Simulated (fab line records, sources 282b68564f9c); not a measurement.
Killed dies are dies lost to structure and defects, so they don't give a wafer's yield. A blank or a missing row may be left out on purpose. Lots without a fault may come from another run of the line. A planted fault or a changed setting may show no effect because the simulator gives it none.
Split-lot experiment | flow rit_cmos | 5 lots, 23 wafers read, on a route of 202 steps

THE SPLIT
At RIT_NWELL_IMPLANT_08, the setting dose_cm2 was moved away from the recipe's 5e+13 on 6 of the 23 wafers read, by -6.4% to +3.6%. The other wafers ran this setting at the recipe's value.

FROM THE SPLIT TO THE READING: what the file shows between them, 3 steps
- RIT_PWELL_IMPLANT_08 (also split here: energy_kev)
- RIT_PWELL_STRIP_09: strips in O2, time 180 s
- RIT_WELLDRIVE_ANNEAL_00: time 14700 s

THE READING
NWELL_RS, in ohm/sq, at RIT_WELLDRIVE_RS_MEAS_01 (measures by four-point-probe). Fault-free wafers of this fab line usually give 274.9 ohm/sq, standard deviation 0.71 ohm/sq.

wafer  | tool, chamber at the split | dose_cm2 as run | against the recipe | NWELL_RS, ohm/sq | against lot-mates on the recipe
L074.3 | implanter-04, 0            | 5e+13           | recipe             | 275.7            | -
L074.5 | implanter-04, 0            | 5e+13           | recipe             | 275.5            | -
L074.6 | implanter-04, 0            | 5e+13           | recipe             | 275.6            | -
L076.1 | implanter-03, 0            | 5.178e+13       | +3.6%              | 269.4            | -5.9
L076.3 | implanter-03, 0            | 5e+13           | recipe             | 275.8            | -
L076.4 | implanter-03, 0            | 5.178e+13       | +3.6%              | 268.3            | -6.9
L076.5 | implanter-03, 0            | 5e+13           | recipe             | 274.7            | -
L076.6 | implanter-03, 0            | 5.178e+13       | +3.6%              | 268.8            | -6.4
L077.1 | implanter-04, 0            | 5e+13           | recipe             | 274.0            | -
L077.2 | implanter-04, 0            | 4.68e+13        | -6.4%              | 285.2            | +11.3
L077.4 | implanter-04, 0            | 4.68e+13        | -6.4%              | 285.9            | +12.0
L077.5 | implanter-04, 0            | 4.68e+13        | -6.4%              | 285.3            | +11.4
L077.6 | implanter-04, 0            | 5e+13           | recipe             | 273.7            | -
L080.1 | implanter-04, 0            | 5e+13           | recipe             | 273.2            | -
L080.2 | implanter-04, 0            | 5e+13           | recipe             | 274.1            | -
L080.3 | implanter-04, 0            | 5e+13           | recipe             | 274.3            | -
L080.4 | implanter-04, 0            | 5e+13           | recipe             | 274.4            | -
L080.5 | implanter-04, 0            | 5e+13           | recipe             | 274.2            | -
L083.1 | implanter-02, 0            | 5e+13           | recipe             | 275.4            | -
L083.2 | implanter-02, 0            | 5e+13           | recipe             | 274.5            | -
L083.3 | implanter-02, 0            | 5e+13           | recipe             | 274.3            | -
L083.5 | implanter-02, 0            | 5e+13           | recipe             | 274.5            | -
L083.6 | implanter-02, 0            | 5e+13           | recipe             | 274.7            | -

THE FIT
A straight line over all 23 wafers: NWELL_RS changes by -1.68 ohm/sq for each +1% of dose_cm2; r = -0.99; the points scatter about the line by 0.69 ohm/sq.
The same after taking each lot's own level away (the mean of its wafers on the recipe; 23 wafers): -1.81 ohm/sq for each +1%; r = -1.00; scatter 0.39 ohm/sq.
On that fit, the largest move of dose_cm2 shifts the reading by 12 ohm/sq.
The lots' own levels span 273.85 to 275.60 ohm/sq, that is 2.5 times the standard deviation above.
So the lot-to-lot level changes the slope little: the two slopes agree.
Check: with one of the wafers moved furthest among these (-6.4%) left out of the fit, the line predicts +11.7 ohm/sq for it against its lot-mates. It came out at +11.3 ohm/sq against them.

OTHER SPLITS ON THESE WAFERS
These wafers also went through other splits before the reading. Each is held against what the fit with the lots' levels taken away leaves over:
other split on the same wafers  | wafers away from the commonest value | r with NWELL_RS (lot level and that fit taken away)
RIT_ACTIVE_OXIDATION_01 temp_c  | 10                                   | +0.01
RIT_ACTIVE_EXPOSE_08 dose_mj    | 11                                   | -0.02
RIT_FOX2_OXIDATION_00 ox_time_s | 10                                   | +0.01
RIT_PWELL_IMPLANT_08 energy_kev | 8                                    | +0.07

THE FILE'S OWN FIT
NWELL_RS changes by -1.81 ohm/sq for each +1% of dose_cm2, r = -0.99.
